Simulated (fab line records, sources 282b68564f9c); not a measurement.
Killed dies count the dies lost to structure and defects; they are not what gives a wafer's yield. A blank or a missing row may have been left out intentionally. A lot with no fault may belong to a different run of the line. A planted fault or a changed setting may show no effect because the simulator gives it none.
The tool behind it: which one? / flow rit cmos / route of 202 steps, sampled at 1 step: 14 lots, 42 wafers

## WHAT THE GAUGES SHOWED, per wafer
The record lacks any reading of a measuring or inspecting step that a usual standard deviation could be used to judge.

## WHICH TOOL RAN EACH LOT (tool, then ch and the chambers of the sampled wafers, then the start)
lot=L242; RIT_NWELL_PEB_04=litho track-03 ch 0, day 1 20:38
lot=L243; RIT_NWELL_PEB_04=litho track-03 ch 0, day 2 01:48
lot=L244; RIT_NWELL_PEB_04=litho track-04 ch 0, day 2 06:03
lot=L245; RIT_NWELL_PEB_04=litho track-01 ch 0, day 2 11:04
lot=L247; RIT_NWELL_PEB_04=litho track-01, day 2 22:55
lot=L248; RIT_NWELL_PEB_04=litho track-03, day 3 02:20
lot=L250; RIT_NWELL_PEB_04=litho track-04 ch 0, day 3 11:58
lot=L254; RIT_NWELL_PEB_04=litho track-03 ch 0, day 4 09:29
lot=L257; RIT_NWELL_PEB_04=litho track-01 ch 0, day 5 01:00
lot=L259; RIT_NWELL_PEB_04=litho track-03 ch 0, day 5 11:03
lot=L260; RIT_NWELL_PEB_04=litho track-01 ch 0, day 5 14:08
lot=L261; RIT_NWELL_PEB_04=litho track-04 ch 0, day 5 19:27
lot=L262; RIT_NWELL_PEB_04=litho track-04 ch 0, day 5 23:56
lot=L265; RIT_NWELL_PEB_04=litho track-01 ch 0, day 6 16:31
- RIT_NWELL_PEB_04

## WHAT THE TOOLS THEMSELVES READ (means of the sampled wafers that have a number; where no wafer has one, the mark that the record gives instead)
RIT_NWELL_PEB_04. Usual: exhaust pa at 45.0 Pa, with a standard deviation of 0.84.
lot=L242; tool=litho track-03; exhaust pa (Pa)=44.6; flag=
lot=L243; tool=litho track-03; exhaust pa (Pa)=44.3; flag=
lot=L244; tool=litho track-04; exhaust pa (Pa)=44.1; flag=
lot=L245; tool=litho track-01; exhaust pa (Pa)=45.4; flag=
lot=L247; tool=litho track-01; exhaust pa (Pa)=-; flag=OFF
lot=L248; tool=litho track-03; exhaust pa (Pa)=-; flag=OFF
lot=L250; tool=litho track-04; exhaust pa (Pa)=45.1; flag=
lot=L254; tool=litho track-03; exhaust pa (Pa)=44.3; flag=
lot=L257; tool=litho track-01; exhaust pa (Pa)=45.2; flag=
lot=L259; tool=litho track-03; exhaust pa (Pa)=45.8; flag=
lot=L260; tool=litho track-01; exhaust pa (Pa)=44.6; flag=
lot=L261; tool=litho track-04; exhaust pa (Pa)=44.9; flag=
lot=L262; tool=litho track-04; exhaust pa (Pa)=45.9; flag=
lot=L265; tool=litho track-01; exhaust pa (Pa)=45.0; flag=

## THE ANSWER, worked out from the rows above alone
Rule: a lot counts as off when the mean over its wafers that have a number is more than 3 standard deviations away from the usual mean. Also off: a lot with no number at a reading for which 4 or more lots have one. Where the step has rows for the other lots, those lots are counted as sound. Order of review: gauges by route order, followed by the tools' own readings, for which a lot's mean as printed above is used. At the first step where some lot is off, the reading lying furthest off is the one used; lots without a number count as furthest.
Off, at RIT_NWELL_PEB_04 on exhaust pa: L247, L248. Without a number there: L247, L248.
If a tool, at that step or one of the process steps before it, ran each lot that is off and ran no sound lot following the first of them, it fits. None of those tried fits.

## WHAT THE SIMULATOR HAD PUT IN
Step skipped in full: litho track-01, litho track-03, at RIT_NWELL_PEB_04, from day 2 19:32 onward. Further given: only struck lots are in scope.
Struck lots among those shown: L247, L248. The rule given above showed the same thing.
